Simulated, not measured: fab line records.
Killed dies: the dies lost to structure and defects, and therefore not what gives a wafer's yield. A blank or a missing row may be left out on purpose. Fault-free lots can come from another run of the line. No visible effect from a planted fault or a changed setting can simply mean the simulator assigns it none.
A lot that was struck, set against a sound lot -- flow berkeleyCmos170 -- 19 out of 331 route steps
Sound: the wafers L988.1, L988.2, L988.6. Struck: wafer L995.4 (left out: L995.1, L995.3 of the same lot, which were not struck); the cause appears at the end.
Per side, at each step with rows, come the tool, then ch with its chambers, and then its first start. Under that, the readings that differ: sound wafers -- struck wafers -- difference of the means -- sigmas: that difference in standard deviations of wafers without a fault.
alike: same words and numbers on both sides, and readings whose means sit less than 2 such deviations apart. not compared: any withheld reading, any reading some wafer has no value for, any bound like >300 that may hide the same value, and any number with overlapping values for which the record gives no deviation.
A row with sigmas, a row that says differs or no value, or rows on one side alone: a step with any of these is where the two part. When numbers do not overlap yet have no deviation, they are printed without sigmas and do not part them. A reading missing from all wafers of one side parts the sides only when that side holds two or more wafers.

first, 2 steps without rows for these wafers: UCB170_GATE_ANNEAL_03 (time 1874 s); UCB170_GATE_CVD_04 (deposits poly-Si from SiH4, time 1440 s, target thk 214 nm).
UCB170_GATE_THK_MEAS_05:
  sound on filmMetro-01 at day 7 09:50; struck on filmMetro-01 at day 9 20:37
reading,sound,struck,difference,sigmas
GATE_POLY_THK (nm),212.4 211.9 211.3,216.4,+4.5,+3
then, 6 steps without rows for these wafers: UCB170_GATE_COAT_06; UCB170_GATE_COAT_07 (resist thk 900 nm); UCB170_GATE_SOFTBAKE_08 (time 60 s); UCB170_GATE_EXPOSE_09 (exposes mask POLY, target cd 350 nm); UCB170_GATE_PEB_10; UCB170_GATE_DEVELOP_11 (develop time 45 s).
UCB170_GATE_CD_MEAS_12: target cd 350 nm.
  sound on cdSem-02 at day 7 11:52; struck on cdSem-02 at day 9 22:13
reading,sound,struck,difference,sigmas
cdNm (nm),348.2 348.9 349.8,351.6,+2.6,+2
UCB170_GATE_OVL_MEAS_13:
  sound on overlay-01 at day 7 11:59; struck on overlay-01 at day 9 22:20
  alike: GATE_OVL
UCB170_GATE_ETCH_14: etches BARC in N2/H2.
  sound on rieDiel-04 ch 1,2, day 7 12:01; struck on rieDiel-01 ch 3, day 9 22:23
  alike: drypumpMotorCurrentA, oesProductAu, throttleValvePct
UCB170_GATE_ETCH_15: etches poly-Si in HBr/Cl2, stops on SiO2, time 56.3 s, target depth 278.2 nm.
  sound on rieSi-02 ch 0,1,2, day 7 12:04; struck on rieSi-02 ch 2, day 9 22:25
reading,sound,struck,difference,sigmas
oesProductAu (a.u.),0.829 0.824 0.842,0.640,-0.192,-15
model.GATE.featureDepthNm (nm),212.5 211.9 211.2,140.1,-71.8,
model.etch.depthNm (nm),212.5 211.9 211.2,140.1,-71.8,
model.KrF_of_GATE_COAT_07.thkNm (nm),775.5 776.6 776.5,834,+58,
  alike: HBr_flow_sccm, drypumpMotorCurrentA, mfcCl2Sccm, throttleValvePct
  not compared: rfHoursCounterH
UCB170_GATE_STRIP_16: strips in O2.
  sound on plasmaAsher-04 ch 0,1, day 7 12:07; struck on plasmaAsher-01 ch 0, day 9 22:28
  alike: drypumpMotorCurrentA, oesProductAu
  not compared: rfHoursCounterH
UCB170_GATE_CD_MEAS_90: target cd 350 nm.
  sound on cdSem-02 at day 7 12:14; struck on cdSem-02 at day 9 22:40
  alike: cdNm
then, 1 step without rows for these wafers: UCB170_GATE_CLEAN_17 (cleans in SPM, time 600 s).
UCB170_PLDD_HMDS_00: prime time 60 s.
  the record has rows for the sound wafers here (lithoTrack-04 ch 0, day 7 13:36) and none for the struck ones
UCB170_PLDD_COAT_01: resist thk 900 nm.
  the record has rows for the sound wafers here (lithoTrack-04 ch 0, day 7 13:45) and none for the struck ones
UCB170_M3_PROBE_99:
  sound on prober-01 at day 9 04:11; struck on prober-01 at day 11 17:41
reading,sound,struck,difference,sigmas
model.etest.antennaPoly.overLimit,0 0 0,1,+1,
model.etest.ppolyLine.short,0 0 0,1,+1,
model.etest.antennaM3.short,0 0 0,1,+1,
model.etest.pmosNarrow.overLimit,0 0 0,1,+1,
model.etest.fieldP.short,0 0 0,1,+1,
model.etest.pmos_0p35.short,0 0 0,1,+1,
model.etest.nmos_0p6.overLimit,0 0 0,1,+1,
model.etest.isoNplusNwell.short,0 0 0,1,+1,

== WHERE THEY PART ==
Last at UCB170_PLDD_COAT_01 as far as this record goes, first at UCB170_GATE_THK_MEAS_05.

WHY: what had been put in by the simulator
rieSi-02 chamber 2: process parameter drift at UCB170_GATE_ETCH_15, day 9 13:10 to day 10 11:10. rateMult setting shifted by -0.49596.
